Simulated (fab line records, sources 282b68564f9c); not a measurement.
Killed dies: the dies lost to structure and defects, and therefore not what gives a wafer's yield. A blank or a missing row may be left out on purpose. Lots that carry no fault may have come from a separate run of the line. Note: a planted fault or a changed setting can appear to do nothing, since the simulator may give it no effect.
Lot-split experiment    flow ritCmos    route with 202 steps; 5 lots, 23 wafers read

## THE SPLIT
At RIT_CONTACT_CVD_00 (deposits SiO2 from TEOS, target thk 400 nm, time 61 s), the setting timeS was moved away from the recipe's 61 s on 9 of the 23 wafers read, by -11.7% to -6.4%. All remaining wafers had this setting at the recipe value.

There is no step in the file separating the split from the reading.

## THE READING
Values of CONTACT_TEOS_THK in nm from RIT_CONTACT_THK_MEAS_01. A value of 399 nm with a standard deviation of 4.6 nm is what fault-free wafers of this fab line usually give.

wafer   tool, chamber at the split  timeS as run, s  against the recipe  CONTACT_TEOS_THK, nm  against lot-mates on the recipe
L074.1  pecvd-04, 1                 61               recipe              398                   -
L074.2  pecvd-04, 0                 61               recipe              396                   -
L074.4  pecvd-04, 0                 61               recipe              407                   -
L074.5  pecvd-04, 2                 61               recipe              404                   -
L074.6  pecvd-04, 1                 61               recipe              413                   -
L078.1  pecvd-01, 0                 61               recipe              395                   -
L078.2  pecvd-01, 1                 61               recipe              398                   -
L078.5  pecvd-01, 2                 61               recipe              404                   -
L079.1  pecvd-03, 1,0               54.62            -10.5%              352                   -48
L079.2  pecvd-03, 2                 61               recipe              398                   -
L079.4  pecvd-03, 1                 54.62            -10.5%              363                   -38
L079.5  pecvd-03, 1,0               54.62            -10.5%              361                   -40
L079.6  pecvd-03, 2                 61               recipe              403                   -
L080.2  pecvd-04, 1                 61               recipe              397                   -
L080.3  pecvd-04, 0                 53.89            -11.7%              348                   -52
L080.4  pecvd-04, 0                 53.89            -11.7%              355                   -46
L080.5  pecvd-04, 1                 61               recipe              404                   -
L080.6  pecvd-04, 2                 53.89            -11.7%              350                   -50
L084.1  pecvd-01, 2                 57.07            -6.4%               374                   -28
L084.2  pecvd-01, 1                 57.07            -6.4%               368                   -34
L084.3  pecvd-01, 1                 61               recipe              402                   -
L084.4  pecvd-01, 2                 57.07            -6.4%               381                   -20
L084.6  pecvd-01, 2                 61               recipe              401                   -
The file does not say which wafer passed through which chamber wherever a row lists several chambers: such a row stands for several wafers.

FIT RESULTS
A straight line over all 23 wafers: CONTACT_TEOS_THK changes by +4.22 nm for each +1% of timeS; r = +0.97; the points scatter about the line by 4.9 nm.
The same after taking each lot's own level away (the mean of its wafers on the recipe; 23 wafers): +4.15 nm for each +1%; r = +0.98; scatter 4.7 nm.
Per that fit: largest timeS move, reading shift of 48 nm.
The lots' own levels span 399.0 to 403.6 nm, that is 1.0 times the standard deviation above.
Hence the lot-to-lot level has little effect on the slope; both slopes agree.
Check: with one of the wafers moved furthest among these (-11.7%) left out of the fit, the line predicts -47.6 nm for it against its lot-mates. It came out at -52.5 nm against them.

## FURTHER SPLITS ON THESE WAFERS
Before the reading, these wafers also passed through other splits. Each is held against what the fit with the lots' levels taken away leaves over:
other split on the same wafers  wafers away from the commonest value  r with CONTACT_TEOS_THK (lot level and that fit taken away)
RIT_PLDD_IMPLANT_08 energyKev   5                                     +0.35
RIT_SPACER_ETCHBACK_05 timeS    8                                     +0.19
RIT_NSD_COAT_01 spinRpm         10                                    +0.31
RIT_NSD_IMPLANT_08 energyKev    8                                     +0.00
RIT_PSD_IMPLANT_08 energyKev    11                                    +0.30
RIT_SDANNEAL_RTA_03 timeS       10                                    +0.27
RIT_SILICIDE_SPUTTER_01 powerW  4                                     +0.31

## THE WHOLE CHAIN: every reading that the file lists as answering this split, in the file's order
step                     what it does                                                                 reading                                                                        change (the file's fit)               r (the file's)
RIT_CONTACT_CVD_00       deposits SiO2 from TEOS, target thk 400 nm, time 61 s                        SiO2_of_CONTACT_CVD_00.thkNm (the simulator's own value, which no gauge read)  +4.04 nm for each +1% of the setting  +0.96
RIT_CONTACT_THK_MEAS_01                                                                               CONTACT_TEOS_THK                                                               +4.18 for each +1% of the setting     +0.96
RIT_CONTACT_ETCH_11      etches SiO2 in CHF3/CF4/Ar, stops on TiSi2, target depth 480 nm, time 320 s  CONTACT.featureDepthNm (the simulator's own value, which no gauge read)        +4.19 nm for each +1% of the setting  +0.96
RIT_CONTACT_ETCH_11      etches SiO2 in CHF3/CF4/Ar, stops on TiSi2, target depth 480 nm, time 320 s  etch.depthNm (the simulator's own value, which no gauge read)                  +4.04 nm for each +1% of the setting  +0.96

## THE FILE'S OWN FIT
CONTACT_TEOS_THK changes by +4.18 nm for each +1% of timeS, r = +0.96.
